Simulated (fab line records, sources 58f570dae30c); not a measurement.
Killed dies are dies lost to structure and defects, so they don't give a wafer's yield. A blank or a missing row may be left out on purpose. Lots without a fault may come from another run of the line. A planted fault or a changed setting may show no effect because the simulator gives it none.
Which tool did it? | flow berkeley_cmos170 | 7 lots, 21 wafers sampled, at 3 steps of a route of 331

WHAT THE GAUGES READ, wafer by wafer
UCB170_NVT_OVL_MEAS_06.
lot  | measured     | on         | NVT_OVL (nm)
L265 | day 5 13:29  | overlay-01 | -3 0 5
L275 | day 7 22:11  | overlay-02 | - - -
L277 | day 8 01:47  | overlay-01 | - - -
L280 | day 8 14:01  | overlay-01 | 8 -1 3
L282 | day 9 17:41  | overlay-01 | -3 10 4
L283 | day 9 17:25  | overlay-02 | -1 2 6
L287 | day 10 06:16 | overlay-01 | 3 -1 5

WHICH TOOL RAN EACH LOT (tool, then ch and the chambers of the sampled wafers, then the start)
lot  | UCB170_NWELL_STRIP_15               | UCB170_NVT_EXPOSE_03
L265 | plasma_asher-04 ch 0,1, day 2 11:40 | krf_scanner-02 ch 0, day 5 13:06
L275 | plasma_asher-04 ch 0,1, day 4 14:40 | krf_scanner-01, day 7 21:27
L277 | plasma_asher-01 ch 0,1, day 5 02:47 | krf_scanner-02, day 8 01:23
L280 | plasma_asher-04 ch 0,1, day 5 10:20 | krf_scanner-02 ch 0, day 8 13:38
L282 | plasma_asher-03 ch 0,1, day 6 00:39 | krf_scanner-01 ch 0, day 9 17:07
L283 | plasma_asher-01 ch 0,1, day 6 09:46 | krf_scanner-02 ch 0, day 9 16:43
L287 | plasma_asher-04 ch 0,1, day 6 22:08 | krf_scanner-02 ch 0, day 10 05:42
- UCB170_NWELL_STRIP_15: strips in O2.
- UCB170_NVT_EXPOSE_03: exposes mask PWELL, target cd 3000 nm.

THE ANSWER, worked out from the rows above alone
Rule: what is usual is taken from the lots themselves. Put in order of their means at a reading, lots are off if they are a third of the lots or fewer, leave a main group of 4 or more, and stand apart from it by a gap of 3 or more times the standard deviation of the main group's means; of several such gaps the widest counts. A main group whose means are all the same, to the digits that the tables above print for the reading, isn't used. A lot without any number at a reading at which 4 lots or more have one is off too. The other lots that the step has rows for count as sound.
Off: L275, L277, at UCB170_NVT_OVL_MEAS_06 (NVT_OVL). Without a number there: L275, L277. The main group: mean 2 nm, standard deviation 1.
A tool fits if, at a process step before that reading, it ran every lot that is off, and no sound lot after the first of them. The gauges at UCB170_NVT_OVL_MEAS_06 are tried like those tools. None of those tried fits.

WHAT THE SIMULATOR HAD PUT IN
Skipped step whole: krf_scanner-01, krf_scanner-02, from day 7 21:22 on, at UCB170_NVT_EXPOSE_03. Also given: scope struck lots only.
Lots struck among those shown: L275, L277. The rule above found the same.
